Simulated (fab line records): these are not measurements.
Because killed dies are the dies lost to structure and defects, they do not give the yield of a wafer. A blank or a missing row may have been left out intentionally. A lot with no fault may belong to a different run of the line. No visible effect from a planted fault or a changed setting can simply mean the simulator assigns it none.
fab line records	flow berkeley-cmos170
record lots=7	wafers=21	last-day=11
route steps=331 shown V2@294
lots untouched by any fault: they come from a run of this same line in which no faults occurred
start-h: hours from the record's first day to the start of the lot's first wafer shown	wait-h: hours since the lot's step before	" same as the row above	L1.1+2: several wafers, shown together as one row	- no value, or no start was given	* or withheld: withheld	< > ~ a bound
route shown NAME@n: NAME is a module with steps in the file, n the number in the route of the first one	usual: mean and standard deviation over wafers with no fault	same: alike in all rows	chamber/n: place in a boat	sites: per-site readings	_std_site: the values' standard deviation	_edge_site: the outer-site mean with the inner-site mean subtracted	radius-mm: how far each site lies from the wafer's centre	mask NAME#n: copy n	behind: tool/chamber where the wafer was last shaped	hold: why the lot was held/for how many hours/how that ended	device: names the non-switching transistor (n, p or np)	end of line: the route-end tests of the same wafers	where a step has no rows: the recipe by itself	killed: at the first sort, the dies lost to defects and structure; wafer yield is something else	map: per-die view of a wafer (x killed, . not killed, _ where there is no die)
set.NAME: setting as actually run; set.NAME@STEP: the setting as run at that earlier step	model.NAME: the simulator's own value behind a step, which no gauge read
a table for each step, a row for each wafer; lots at some steps of the route
services: from which hour (start-h, from the record's first day; less than 0 if before it) a tool's chamber was out of use, for how many hours, and why
## steps
# step UCB170_V2_CMP_02
# recipe material=SiO2	down-force-psi=6	platen-rpm=60	pad-velocity-m-s=0.75398
# usual motor-current-A=16.2/1.9	platen-rpm=60.00/0.038
lot.wafer	tool	chamber	start-h	wait-h	motor-current-A	platen-rpm
L697.2	cmp-02	0	195.52	0.1	15.2	60.02
L697.6	"	3	"	"	18.5	60.00
L697.5	"	0	"	"	14.9	60.03
L696.4	cmp-01	1	196.06	0.0	16.1	59.96
L696.1	"	2	"	"	18.7	59.98
L696.2	"	3	"	"	13.9	60.02
L699.2	cmp-01	3	200.36	0.2	14.9	60.05
L699.5	"	0	"	"	13.9	60.05
L699.6	"	1	"	"	16.3	59.99
L702.1	cmp-01	1	228.00	0.1	15.9	60.00
L702.2	"	2	"	"	18.0	60.01
L702.3	"	3	"	"	13.7	60.00
L705.4	cmp-02	2	228.05	0.0	16.3	59.94
L705.3	"	3	"	"	18.8	59.92
L705.6	"	3	"	"	19.1	59.98
L703.3	cmp-01	3	228.30	0.2	14.1	60.00
L703.2	"	1	"	"	16.1	59.94
L703.5	"	2	"	"	18.2	60.01
L707.3	cmp-02	1	248.23	0.0	17.2	59.98
L707.4	"	3	"	"	18.8	60.02
L707.5	"	1	"	"	17.5	59.99
# step UCB170_V2_BOW_MEAS_03
# recipe mode=bow
# usual V2_BOW=36/5.9
lot.wafer	tool	chamber	start-h	wait-h	V2_BOW[um]
L697.2	film-metro-02	-	195.79	0.2	34
L697.5	"	-	"	"	27
L697.6	"	-	"	"	41
L696.1	film-metro-02	-	196.36	0.2	26
L696.2	"	-	"	"	43
L696.4	"	-	"	"	33
L699.2	film-metro-02	-	200.53	0.1	46
L699.5	"	-	"	"	41
L699.6	"	-	"	"	35
L702.1	film-metro-03	-	228.25	0.2	26
L702.2	"	-	"	"	40
L702.3	"	-	"	"	40
L705.3	film-metro-01	-	228.39	0.2	37
L705.4	"	-	"	"	40
L705.6	"	-	"	"	41
L703.2	film-metro-03	-	228.57	0.1	37
L703.3	"	-	"	"	37
L703.5	"	-	"	"	36
L707.3	film-metro-03	-	248.57	0.3	35
L707.4	"	-	"	"	36
L707.5	"	-	"	"	40
# step UCB170_V2_THK_MEAS_04
# recipe reads=SiO2_of_V2_CVD_00
# usual V2_POLISHED_THK=998.9/1.2
lot.wafer	tool	chamber	start-h	wait-h	V2_POLISHED_THK[nm]
L697.2	film-metro-02	-	195.90	0.1	998.4
L697.5	"	-	"	"	998.9
L697.6	"	-	"	"	999.8
L696.1	film-metro-02	-	196.48	0.1	998.7
L696.2	"	-	"	"	999.2
L696.4	"	-	"	"	998.2
L699.2	film-metro-02	-	200.64	0.1	997.8
L699.5	"	-	"	"	998.8
L699.6	"	-	"	"	998.8
L702.1	film-metro-03	-	228.37	0.1	999.9
L702.2	"	-	"	"	999.0
L702.3	"	-	"	"	999.2
L705.3	film-metro-01	-	228.49	0.1	998.5
L705.4	"	-	"	"	997.7
L705.6	"	-	"	"	998.9
L703.2	film-metro-03	-	228.68	0.1	998.7
L703.3	"	-	"	"	998.9
L703.5	"	-	"	"	997.2
L707.3	film-metro-03	-	248.67	0.1	998.2
L707.4	"	-	"	"	998.0
L707.5	"	-	"	"	999.6
# step UCB170_V2_CLEAN_05
# recipe chemistry=DIW
# step UCB170_V2_HMDS_06
# recipe prime-time-s=60	prime-temp-c=100
# step UCB170_V2_COAT_07
# recipe resist=KrF	spin-rpm=1500	resist-thk-nm=900
# step UCB170_V2_SOFTBAKE_08
# recipe resist=KrF	temp-c=128.9	time-s=60
# step UCB170_V2_EXPOSE_09
# recipe mask-id=VIA2	target-cd-nm=700	na=0.5	sigma-outer=0.6	source-shape=conventional	dose-mj=37
# step UCB170_V2_PEB_10
# recipe peb-temp-c=130	peb-time-s=withheld	resist=KrF
# step UCB170_V2_DEVELOP_11
# recipe developer=TMAH	develop-time-s=45	resist=KrF	dev-temp-c=21
# step UCB170_V2_CD_MEAS_12
# recipe target-cd-nm=700
# usual cd-nm=700.2/1.4
lot.wafer	tool	chamber	start-h	wait-h	cd-nm
L697.2	cd-sem-02	-	197.59	-	703.1
L697.5	"	-	"	"	703.1
L697.6	"	-	"	"	703.0
L696.1	cd-sem-01	-	197.68	-	698.8
L696.2	"	-	"	"	699.1
L696.4	"	-	"	"	697.4
L699.2	cd-sem-02	-	201.90	-	699.5
L699.5	"	-	"	"	699.1
L699.6	"	-	"	"	698.7
L705.3	cd-sem-01	-	230.06	-	701.2
L705.4	"	-	"	"	699.6
L705.6	"	-	"	"	700.3
L702.1	cd-sem-02	-	230.08	-	698.5
L702.2	"	-	"	"	700.4
L702.3	"	-	"	"	702.0
L703.2	cd-sem-02	-	230.32	-	700.1
L703.3	"	-	"	"	700.9
L703.5	"	-	"	"	700.0
L707.3	cd-sem-02	-	250.08	-	701.2
L707.4	"	-	"	"	700.9
L707.5	"	-	"	"	702.8
# step UCB170_V2_OVL_MEAS_13
# usual V2_OVL=1/5.7
lot.wafer	tool	chamber	start-h	wait-h	V2_OVL[nm]
L697.2	overlay-01	-	197.69	0.1	4
L697.5	"	-	"	"	1
L697.6	"	-	"	"	4
L696.1	overlay-01	-	197.80	0.1	-3
L696.2	"	-	"	"	-6
L696.4	"	-	"	"	-12
L699.2	overlay-01	-	202.01	0.1	11
L699.5	"	-	"	"	6
L699.6	"	-	"	"	11
L705.3	overlay-01	-	230.15	0.1	-2
L705.4	"	-	"	"	1
L705.6	"	-	"	"	1
L702.1	overlay-02	-	230.20	0.1	-8
L702.2	"	-	"	"	2
L702.3	"	-	"	"	-7
L703.2	overlay-01	-	230.42	0.1	9
L703.3	"	-	"	"	10
L703.5	"	-	"	"	1
L707.3	overlay-02	-	250.17	0.1	1
L707.4	"	-	"	"	0
L707.5	"	-	"	"	1
# step UCB170_V2_ETCH_14
# recipe chemistry=CHF3/CF4/Ar	target=SiO2	stop-on=Al	CHF3_flow_sccm=45	cf4-flow-sccm=15	Ar_flow_sccm=150	pressure-mtorr=200	rf-w=700	target-depth-a=12500	over-etch-frac=0.25	time-s=291
# usual CHF3_flow_sccm=45.02/0.14	cf4-flow-sccm=15.00/0.046	drypump-motor-current-A=5.7/0.43	oes-product-au=0.872/0.013	over-etch-frac=0.25/0	throttle-valve-pct=6.93/0.17
lot.wafer	tool	chamber	start-h	wait-h	CHF3_flow_sccm	cf4-flow-sccm	drypump-motor-current-A	oes-product-au	over-etch-frac	rf-hours-counter-h	throttle-valve-pct	model.KrF_of_V2_COAT_07.thk-nm
L697.2	rie-diel-02	2	197.72	0.0	-	-	-	-	-	-	-	886.2
L697.5	"	2	"	"	-	-	-	-	-	-	-	886.6
L697.6	"	1	"	"	-	-	-	-	-	-	-	887.7
L696.1	rie-diel-03	3	197.84	0.0	-	-	-	-	-	-	-	884.4
L696.2	"	1	"	"	-	-	-	-	-	-	-	886.8
L696.4	"	1	"	"	-	-	-	-	-	-	-	885.2
L699.2	rie-diel-02	0	202.04	0.0	-	-	-	-	-	-	-	887.9
L699.5	"	2	"	"	-	-	-	-	-	-	-	885.7
L699.6	"	0	"	"	-	-	-	-	-	-	-	889.5
L705.3	rie-diel-02	0	230.18	0.0	45.00	15.00	5.5	0.902	0.25	4	6.89	611.1
L705.4	"	3	"	"	45.05	15.02	5.8	0.861	0.25	128	6.82	612.3
L705.6	"	0	"	"	44.89	15.05	5.5	0.901	0.25	-	6.88	613.7
L702.1	rie-diel-01	3	230.24	0.0	44.78	14.88	6.4	0.880	0.25	116	6.85	616.3
L702.2	"	0	"	"	45.15	15.06	6.2	0.877	0.25	32	7.05	606.2
L702.3	"	2	"	"	44.57	14.93	4.9	0.854	0.25	17	6.86	618.2
L703.2	rie-diel-02	1	230.45	0.0	44.85	15.02	5.6	0.875	0.25	31	6.93	608.8
L703.3	"	3	"	"	45.36	15.01	5.8	0.858	0.25	128	6.82	615.8
L703.5	"	1	"	"	44.94	15.02	5.7	0.883	0.25	-	6.92	610.9
L707.3	rie-diel-02	0	250.19	0.0	45.06	14.99	5.5	0.898	0.25	5	6.89	617.7
L707.4	"	2	"	"	45.02	14.87	5.5	0.880	0.25	47	6.68	609.4
L707.5	"	0	"	"	45.05	15.01	5.5	0.895	0.25	-	6.89	617.1
# step UCB170_V2_STRIP_15
# recipe chemistry=O2	power-w=400	pressure-mtorr=3500	platen-temp-c=withheld	o2-flow-sccm=400	overash-fraction=0.5
# usual drypump-motor-current-A=5.94/0.29	oes-product-au=0.721/0.0046	strip-time-to-endpoint-s=15.36/0.16
lot.wafer	tool	chamber	start-h	wait-h	drypump-motor-current-A	oes-product-au	rf-hours-counter-h	strip-time-to-endpoint-s
L697.2	plasma-asher-01	0	197.90	0.1	5.65	0.730	45	21.63
L697.5	"	1	"	"	6.16	0.721	-	21.65
L697.6	"	0	"	"	5.65	0.736	-	21.68
L696.1	plasma-asher-04	1	198.02	0.1	6.33	0.733	49	21.61
L696.2	"	0	"	"	5.67	0.731	49	21.66
L696.4	"	1	"	"	6.35	0.739	-	21.60
L699.2	plasma-asher-01	1	202.22	0.1	6.18	0.735	45	21.68
L699.5	"	1	"	"	6.16	0.734	-	21.62
L699.6	"	0	"	"	5.68	0.734	-	21.73
L705.3	plasma-asher-01	1	230.39	0.1	6.18	0.730	-	15.33
L705.4	"	0	"	"	5.65	0.721	-	15.36
L705.6	"	1	"	"	6.17	0.725	-	15.40
L702.1	plasma-asher-03	0	230.42	0.1	5.63	0.717	52	15.46
L702.2	"	1	"	"	6.05	0.722	52	15.21
L702.3	"	1	"	"	6.02	0.721	-	15.49
L703.2	plasma-asher-01	0	230.63	0.1	5.66	0.717	49	15.27
L703.3	"	1	"	"	6.16	0.713	-	15.44
L703.5	"	1	"	"	6.15	0.726	-	15.33
L707.3	plasma-asher-01	0	250.40	0.1	5.66	0.720	-	15.49
L707.4	"	1	"	"	6.13	0.727	-	15.31
L707.5	"	0	"	"	5.66	0.719	-	15.47
# step UCB170_V2_CD_MEAS_90
# recipe target-cd-nm=700
# usual cd-nm=700.1/1.8
lot.wafer	tool	chamber	start-h	wait-h	cd-nm
L697.2	cd-sem-01	-	198.02	0.1	-
L697.5	"	-	"	"	-
L697.6	"	-	"	"	-
L696.1	cd-sem-02	-	198.12	0.1	-
L696.2	"	-	"	"	-
L696.4	"	-	"	"	-
L699.2	cd-sem-01	-	202.34	0.1	-
L699.5	"	-	"	"	-
L699.6	"	-	"	"	-
L705.3	cd-sem-02	-	230.58	0.2	700.9
L705.4	"	-	"	"	700.1
L705.6	"	-	"	"	699.5
L702.1	cd-sem-02	-	230.78	0.3	696.6
L702.2	"	-	"	"	699.0
L702.3	"	-	"	"	700.6
L703.2	cd-sem-02	-	230.92	0.3	699.3
L703.3	"	-	"	"	700.7
L703.5	"	-	"	"	699.5
L707.3	cd-sem-02	-	250.51	0.1	700.0
L707.4	"	-	"	"	703.0
L707.5	"	-	"	"	701.5
## services
tool	chamber	start-h	hours	kind
rie-diel-01	1	187.11	11.5	repair
rie-diel-01	2	188.81	6.6	repair
rie-diel-03	2	196.71	7.8	repair
rie-diel-02	1	201.84	2.5	repair
cmp-01	-	216.66	0.3	repair
rie-diel-01	1	224.56	21.4	repair
rie-diel-01	-	226.35	0.3	repair
rie-diel-03	3	227.84	10.3	repair
cmp-02	-	232.00	4.0	pm
cmp-01	-	233.40	2.9	repair
cmp-02	-	236.00	-	consumable-replace:conditioner
cmp-02	-	236.00	-	consumable-replace:pad
rie-diel-01	2	247.26	18.7	repair
rie-diel-03	0	248.40	3.6	repair
## key
first-sign step=UCB170_V2_ETCH_14	reading=tool-record	direction=missing
effect step=UCB170_V2_STRIP_15	reading=strip-time-to-endpoint-s	direction=up	sigmas=38	usual=*	struck=*
effect step=UCB170_V2_CD_MEAS_90	reading=cd-nm	direction=missing
model-effect step=UCB170_V2_ETCH_14	value=KrF_of_V2_COAT_07.thk-nm	without=610.6	struck=886.7
met-at UCB170_V2_ETCH_14
struck-wafers L696.1,L696.2,L696.4,L697.2,L697.5,L697.6,L699.2,L699.5,L699.6
later-rows-left-out L696.1,L696.2,L696.4,L697.2,L697.5,L697.6,L699.2,L699.5,L699.6
sort-left-out L696.1,L696.2,L696.4,L697.2,L697.5,L697.6,L699.2,L699.5,L699.6
fault kind=skipped-step-whole	tool=rie-diel-02,rie-diel-03	chamber=-	onset-h=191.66	steps=UCB170_V2_ETCH_14	scope=struck-lots-only
# sort-left-out: the simulated sort isn't trusted on such a fault, so these wafers' sort isn't shown, and their yield isn't known
# later-rows-left-out: the simulator's readings of these wafers behind a module that went badly wrong aren't trusted and aren't shown, but for the sort
